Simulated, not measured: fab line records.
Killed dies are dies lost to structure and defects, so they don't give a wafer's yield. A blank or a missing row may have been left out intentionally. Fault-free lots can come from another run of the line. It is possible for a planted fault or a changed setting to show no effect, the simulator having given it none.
Comparing a struck lot with a sound one ; flow rit-cmos ; 15 out of 202 route steps
Sound: these wafers, L130.1, L130.4, L130.6. Struck: wafers L125.2, L125.4, L125.6. The cause is given at the end.
Order at every step that has rows: each side's tool, ch and its chambers, its first start. Under that, the readings that differ: sound wafers ; struck wafers ; difference of the means ; sigmas: that difference in standard deviations of wafers without a fault.
alike: readings whose means differ by less than 2 such deviations, and words and numbers that are the same on both sides. not compared: withheld readings, readings that some wafer has no value for, bounds like >300 that may hide the same value, and numbers for which the record gives no deviation and whose values overlap.
A row with sigmas, a row that says differs or no value, or rows on one side alone: a step with any of these is where the two part. Numbers that have no deviation but don't overlap get no sigmas and don't part them. Lack of a reading on every wafer of one side parts them only where that side has two or more wafers.

first, 2 steps without rows for these wafers: RIT_SDANNEAL_CLEAN_01 (cleans in dHF, time 30 s); RIT_SDANNEAL_CLEAN_02 (cleans in SC2, time 600 s).
RIT_SDANNEAL_RTA_03: time 5 s.
  sound on rtp-anneal-01 ch 0, day 7 14:29; struck on rtp-anneal-02 ch 0, day 6 14:10
  alike: ramp-down-c-per-s, wafer_temp_C_max
RIT_SDANNEAL_RS_MEAS_04: measures by four-point-probe.
  sound on film-metro-02, day 7 14:32; struck on film-metro-02, day 6 14:14
  alike: PSD_RS
RIT_SDANNEAL_RS_MEAS_05: measures by four-point-probe.
  sound on film-metro-02, day 7 14:40; struck on film-metro-02, day 6 14:21
  alike: NSD_RS
RIT_SDANNEAL_RS_MEAS_06: measures by four-point-probe.
  sound on film-metro-02, day 7 14:47; struck on film-metro-02, day 6 14:28
reading;sound;struck;difference;sigmas
PLDD_RS (ohm/sq);180.0 180.6 180.1;179.4 178.9 179.3;-1.0;-2
RIT_SDANNEAL_RS_MEAS_07: measures by four-point-probe.
  sound on film-metro-02, day 7 14:54; struck on film-metro-02, day 6 14:35
  alike: NLDD_RS
then, 1 step without rows for these wafers: RIT_SILICIDE_WET_ETCH_00 (etches SiO2 in BOE, target depth 14 nm, time 15 s).
RIT_SILICIDE_SPUTTER_01: material Ti, target thk 30 nm, time 240 s.
  sound on pvd-sputter-02, day 7 15:02; struck on pvd-sputter-02, day 6 14:43
  alike: substrate-temp-c, throttle-valve-pct
RIT_SILICIDE_RS_MEAS_02: measures by four-point-probe.
  sound on film-metro-02, day 7 15:11; struck on film-metro-03, day 6 14:53
reading;sound;struck;difference;sigmas
SILICIDE_TI_RS (ohm/sq);49.2 48.6 49.5;47.5 47.4 47.1;-1.8;-2
RIT_SILICIDE_THK_MEAS_03: measures by xrf.
  sound on film-metro-02, day 7 15:18; struck on film-metro-03, day 6 14:59
reading;sound;struck;difference;sigmas
SILICIDE_TI_THK (nm);29.1 29.1 28.9;30.0 30.0 30.2;+1.0;+2
RIT_SILICIDE_RTA_04: time 10 s, ramp up 5 s, ramp down 5 s.
  sound on rtp-anneal-01 ch 0, day 7 15:22; struck on rtp-anneal-01 ch 0, day 6 15:03
  alike: wafer_temp_C_max
RIT_SILICIDE_WET_ETCH_05: etches Ti in SPM, time 120 s.
  sound on wet-bench-01 ch 2, day 7 15:26; struck on wet-bench-04 ch 0, day 6 15:06
  no value came back on the struck wafers for bath-guard-temp-C (C), bath-heat-duty-pct (%), temp-c (C), time-s (s); on the sound wafers bath-guard-temp-C (C) reads 90.53 90.19 90.10
RIT_SILICIDE_RTA_06: time 10 s, ramp up 5 s, ramp down 10 s.
  sound on rtp-anneal-02 ch 0, day 7 15:28; struck on rtp-anneal-02 ch 0, day 6 15:10
  alike: wafer_temp_C_max
RIT_M1_PROBE_99:
  rows exist in the record for the struck wafers here (prober-02, day 6 21:41), but not for the sound ones

== WHERE THEY PART ==
Earliest at RIT_SDANNEAL_RS_MEAS_06; latest, in this record, at RIT_M1_PROBE_99.

WHY: the cause the simulator had injected
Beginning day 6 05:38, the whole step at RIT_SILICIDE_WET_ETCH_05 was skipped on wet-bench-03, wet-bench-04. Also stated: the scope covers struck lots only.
